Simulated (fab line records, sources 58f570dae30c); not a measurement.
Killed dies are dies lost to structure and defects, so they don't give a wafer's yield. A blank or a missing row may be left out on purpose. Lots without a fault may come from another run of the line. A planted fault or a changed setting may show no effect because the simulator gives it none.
Problem report in the 8D (eight disciplines) form, filled by code | flow berkeley_cmos170 | the parts of the form that need people (team, actions taken, sign-off) are left out

1. THE PROBLEM
V1_POLISHED_THK at UCB170_V1_THK_MEAS_04 reads a mean of 1250.7 nm on 6 wafers of 2 lots; wafers without a fault read 1000.1 nm with a standard deviation of 1.1. That is +99 or more standard deviations from the usual mean.
First seen on wafer L461.1, day 11 04:01, on film_metro-01. The record holds 42 wafers of 14 lots with a number at this step. Rule for "out", or "out of limits": more than 4 standard deviations from the usual mean. The other wafers with a number count as sound.

2. WHAT IT IS AND WHAT IT IS NOT
question                    | is                     | is not
which readings at this step | V1_POLISHED_THK        | -
which lots                  | L461, L463             | L447, L448, L449, L450, L451, L453, L454, L455, L456, L458, L459, L470
which wafers of those lots  | all that have a number | -
read on which gauges        | film_metro-01          | film_metro-03, film_metro-04
when                        | from day 11 04:01      | up to then (33 sound wafers); but 3 sound wafers of L470 came after

3. SUSPECTS, AND WHAT RULES EACH OUT
Counting: a tool at a process step up to the reading stays a suspect if it ran every lot that is out and no sound lot after the first of them.
- the gauge at UCB170_V1_THK_MEAS_04: ruled out. All the wafers that are out were read on film_metro-01, but those of them that UCB170_V1_ETCH_14 has rows for are out there too, on other tools.
- plasma_asher-03 at UCB170_CONTACT_STRIP_19 (strips in O2): ruled out as a lasting fault. Sound lots L470 ran on it after its first lot that is out, L461 (day 10 22:49).
- cmp-01 at UCB170_V1_CMP_02 (polishes SiO2): kept. It ran every lot that is out, first L461 (day 11 03:35), and no sound lot after that; its last sound lot up to then is L458 (day 10 09:08).
Left after counting: cmp-01 at UCB170_V1_CMP_02.

4. THE CAUSE (what the simulator had put in)
Process parameter drift: cmp-01, from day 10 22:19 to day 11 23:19, at UCB170_V1_CMP_02. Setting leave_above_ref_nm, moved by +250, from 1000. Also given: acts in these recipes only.
Counting left only this tool.

5. THE CHAIN OF EFFECTS, in route order
Each row: a reading whose mean over the struck wafers that have a number lies more than 3 standard deviations from the usual. Only readings for which the record gives a usual standard deviation are gone through. hours: the time from each lot's start at the first step in this table that gives one to its start at this step, as a median over the lots. sigmas: the change in usual standard deviations.
hours | step                  | reading         | usual      | on struck wafers | change | sigmas
0     | UCB170_V1_THK_MEAS_04 | V1_POLISHED_THK | 1000.1 nm  | 1250.7           | +250.6 | +99 or more
3     | UCB170_V1_ETCH_14     | oes_product_au  | 0.870 a.u. | 0.987            | +0.117 | +12
The process steps in it:
- UCB170_V1_ETCH_14: etches SiO2 in CHF3/CF4/Ar, stops on Al, target depth 1250 nm, time 291 s.
Later measuring or inspecting steps at which every struck wafer that the step has a row for has a number for every such reading, and none has moved that far: UCB170_V1_CD_MEAS_12.

6. WHAT WOULD HAVE CAUGHT IT SOONER
In this record the first reading out of limits at a measuring or inspecting step was taken at day 11 04:01, 6 hours after the fault began at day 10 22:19.
Of the tool readings at UCB170_V1_CMP_02 for which the record gives a usual standard deviation, none was out on any struck wafer, so an alarm limit of 4 standard deviations on them would not have fired.
Of the lots that are out (2), L463 began UCB170_V1_CMP_02 on cmp-01 after day 11 04:01. A hold on the tool at that time would have spared it.
